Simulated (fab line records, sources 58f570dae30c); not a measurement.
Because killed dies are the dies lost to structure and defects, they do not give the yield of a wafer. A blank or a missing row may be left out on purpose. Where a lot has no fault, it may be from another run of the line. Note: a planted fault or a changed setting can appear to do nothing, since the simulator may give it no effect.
What tool caused it?    flow berkeleyCmos170    13 lots, 39 wafers sampled, at 4 steps of a route of 331

== WHAT THE GAUGES READ, wafer by wafer ==
UCB170_NSD_OVL_MEAS_07.
lot   measured      on          NSD_OVL (nm)
L693  day 8 07:58   overlay-02  1 1 4
L696  day 8 08:13   overlay-02  4 3 5
L694  day 8 08:29   overlay-01  2 2 -7
L698  day 8 12:46   overlay-01  -1 3 -2
L697  day 8 13:03   overlay-02  3 4 4
L700  day 9 07:27   overlay-01  11 6 13
L701  day 9 07:43   overlay-02  -3 0 -3
L702  day 9 08:07   overlay-02  3 1 5
L707  day 10 13:37  overlay-01  10 14 17
L713  day 11 16:07  overlay-01  -2 -3 4
L712  day 11 16:40  overlay-01  -3 -4 -4
L714  day 12 03:14  overlay-02  -3 -11 -5
L716  day 12 08:54  overlay-02  6 8 4

UCB170_V1_THK_MEAS_04.
lot   measured      on            V1_POLISHED_THK (nm)
L693  day 8 21:45   filmMetro-04  1000.7 999.3 998.6
L696  day 8 20:25   filmMetro-04  1002.1 1000.6 999.8
L694  day 8 23:04   filmMetro-01  999.6 1001.2 1000.4
L698  day 9 00:24   filmMetro-03  999.7 999.5 999.1
L697  day 9 01:44   filmMetro-04  999.0 999.7 997.7
L700  day 9 21:35   filmMetro-03  999.3 1001.0 1000.7
L701  day 10 00:15  filmMetro-01  999.5 999.7 999.0
L702  day 10 00:15  filmMetro-03  1001.1 998.8 999.5
L707  day 11 04:01  filmMetro-01  749.9 999.5 1000.3
L713  day 12 06:05  filmMetro-03  999.2 998.6 1000.2
L712  day 12 07:25  filmMetro-03  1000.8 998.3 999.7
L714  day 12 14:13  filmMetro-03  999.2 999.0 1000.3
L716  day 13 00:39  filmMetro-01  1001.0 1001.6 1001.3

UCB170_V1_OVL_MEAS_13.
lot   measured      on          V1_OVL (nm)
L693  day 9 01:50   overlay-02  6 10 12
L696  day 9 01:00   overlay-01  8 2 3
L694  day 9 01:16   overlay-02  9 6 4
L698  day 9 02:34   overlay-02  0 3 6
L697  day 9 04:41   overlay-01  2 13 9
L700  day 10 01:13  overlay-01  7 7 9
L701  day 10 01:45  overlay-01  7 4 4
L702  day 10 02:01  overlay-02  2 10 7
L707  day 11 06:39  overlay-02  13 14 2
L713  day 12 08:49  overlay-01  7 2 0
L712  day 12 09:46  overlay-02  -1 3 1
L714  day 12 17:34  overlay-01  2 13 11
L716  day 13 02:41  overlay-02  5 0 -2

== WHAT TOOL EACH LOT RAN ON (gives the tool, then ch and the chambers of the sampled wafers, and finally the start) ==
lot   UCB170_V1_CMP_02
L693  cmp-02 ch 0,1,2, day 8 21:19
L696  cmp-01 ch 0,1,3, day 8 20:05
L694  cmp-01 ch 0,2,3, day 8 22:45
L698  cmp-02 ch 0,1, day 8 23:59
L697  cmp-01 ch 0,1,2, day 9 01:19
L700  cmp-02 ch 1,2,3, day 9 21:10
L701  cmp-02 ch 0,1,3, day 9 23:50
L702  cmp-01 ch 0,2,3, day 9 23:50
L707  cmp-01 ch 0,2, day 11 03:35
L713  cmp-02 ch 1,2,3, day 12 05:40
L712  cmp-02 ch 0,1,2, day 12 06:59
L714  cmp-02 ch 2,3, day 12 13:48
L716  cmp-02 ch 0,1,3, day 13 00:13
- UCB170_V1_CMP_02: polishes SiO2.

== AS READ BY THE TOOLS THEMSELVES (means over the sampled wafers that have a number; for cases with no such wafer, the mark the record gives instead) ==
UCB170_V1_CMP_02.
lot   tool    motorCurrentA (A)
L693  cmp-02  15.1
L696  cmp-01  15.6
L694  cmp-01  15.2
L698  cmp-02  14.5
L697  cmp-01  16.0
L700  cmp-02  15.6
L701  cmp-02  15.0
L702  cmp-01  15.7
L707  cmp-01  15.4
L713  cmp-02  15.6
L712  cmp-02  14.9
L714  cmp-02  16.5
L716  cmp-02  15.2

== THE ANSWER, worked out from the rows above alone ==
Rule: the usual values come from the lots themselves. The widest of any qualifying gaps counts: lots, ordered by their means at a reading, are off when they make up no more than a third of the lots, leave a main group of 4 or more, and stand apart from it by 3 or more times the standard deviation of that group's means. Not used: any main group whose means are identical at the precision the tables above print for the reading. A lot without any number at a reading at which 4 lots or more have one is off too. Where the step has rows for the other lots, those lots are counted as sound. First the gauges in route order, then the tools' own readings, where a lot's mean is used as printed above. The first step at which some lot is off is used, and at that step the reading that is off furthest; a lot without a number counts as furthest.
Off: L707, seen at UCB170_V1_THK_MEAS_04 (V1_POLISHED_THK). Main group: mean 999.9 nm, sd 0.69.
If a tool, at a process step before that reading, ran all the lots that are off and no sound lot after the first of them, it fits. Gauges at UCB170_V1_THK_MEAS_04: tried the same way as those tools. One fits: UCB170_V1_CMP_02 on cmp-01. A fault onset in the window from L702 (day 9 23:50, its last sound lot) to L707 (day 11 03:35, its first lot off) fits.

== WHAT WAS PUT IN BY THE SIMULATOR ==
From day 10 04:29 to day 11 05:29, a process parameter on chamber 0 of cmp-01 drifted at UCB170_V1_CMP_02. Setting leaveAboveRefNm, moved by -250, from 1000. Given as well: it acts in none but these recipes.
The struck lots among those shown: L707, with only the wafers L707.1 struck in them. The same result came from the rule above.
